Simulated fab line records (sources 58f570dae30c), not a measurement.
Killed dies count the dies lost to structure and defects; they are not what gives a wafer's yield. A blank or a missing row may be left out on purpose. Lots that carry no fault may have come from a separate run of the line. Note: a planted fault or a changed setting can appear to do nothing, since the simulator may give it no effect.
A struck lot beside a sound one    flow berkeley-cmos170    14 out of 331 route steps
Sound: wafers L748.1, L748.3, L748.6. Struck: wafers L751.3, L751.4, L751.6. The cause is named last.
At each step with rows: each side's tool, then ch and its chambers, then its first start. Under that, the readings that differ: sound wafers    struck wafers    difference of the means    sigmas: that difference in standard deviations of wafers without a fault.
alike: readings with means less than 2 such deviations apart, plus words and numbers identical on both sides. not compared: withheld readings, readings lacking a value on some wafer, bounds such as >300 that could conceal the same value, and numbers that have no deviation in the record and whose values overlap.
Wherever a step has rows on one side only, a row that says differs or no value, or a row with sigmas, the two part there. Numbers that have no deviation but don't overlap get no sigmas and don't part them. Lack of a reading on every wafer of one side parts them only where that side has two or more wafers.

first, 3 steps without rows for these wafers: UCB170_NSD_EXPOSE_03 (exposes mask NSELECT MOD, target cd 1200 nm); UCB170_NSD_PEB_04; UCB170_NSD_DEVELOP_05 (develop time 45 s).
UCB170_NSD_CD_MEAS_06: the cd target is 1200 nm.
  sound: cd-sem-02 at day 7 16:13; struck: cd-sem-01 at day 8 01:40
  alike: cd-nm
UCB170_NSD_OVL_MEAS_07:
  sound: overlay-02 at day 7 16:20; struck: overlay-02 at day 8 01:46
  alike: NSD_OVL
following that, these wafers have no rows for 1 step: UCB170_NSD_IMPLANT_08.
UCB170_NSD_STRIP_09: strips in O2.
  sound on plasma-asher-03 ch 0,1, day 7 16:32; struck on plasma-asher-03 ch 0,1, day 8 01:58
  alike: chamber-pressure-mTorr, drypump-motor-current-A, oes-product-au, strip-time-to-endpoint-s
  not compared: rf-hours-counter-h
UCB170_NSD_TW_MEAS_10:
  sound: film-metro-04 at day 7 16:38; struck: film-metro-02 at day 8 02:03
  alike: NSD_TW
then, 4 steps without rows for these wafers: UCB170_NSD_CLEAN_11 (cleans in SPM, time 600 s); UCB170_BACKSIDE_HMDS_00 (prime time 60 s); UCB170_BACKSIDE_COAT_01 (resist thk 900 nm); UCB170_BACKSIDE_SOFTBAKE_02 (time 60 s).
UCB170_BACKSIDE_STRIP_03: strips in O2.
  sound on plasma-asher-01 ch 0,1, day 7 17:20; struck on plasma-asher-02 ch 0,1, day 8 03:29
  no value came back on the struck wafers for chamber-pressure-mTorr (mTorr), drypump-motor-current-A (A), oes-product-au (a.u.), strip-time-to-endpoint-s (s); on the sound wafers chamber-pressure-mTorr (mTorr) reads 3498 3501 3502
reading                                    sound  struck             difference  sigmas
model.KrF_of_BACKSIDE_COAT_01.thk-nm (nm)  0 0 0  904.7 899.7 899.7  +901.4      
  not compared: rf-hours-counter-h
then, 1 step without rows for these wafers: UCB170_BACKSIDE_CLEAN_04 (cleans in SPM, time 600 s).

== WHERE THEY PART ==
Only at UCB170_BACKSIDE_STRIP_03, as far as this record shows.

WHY: what had been put in by the simulator
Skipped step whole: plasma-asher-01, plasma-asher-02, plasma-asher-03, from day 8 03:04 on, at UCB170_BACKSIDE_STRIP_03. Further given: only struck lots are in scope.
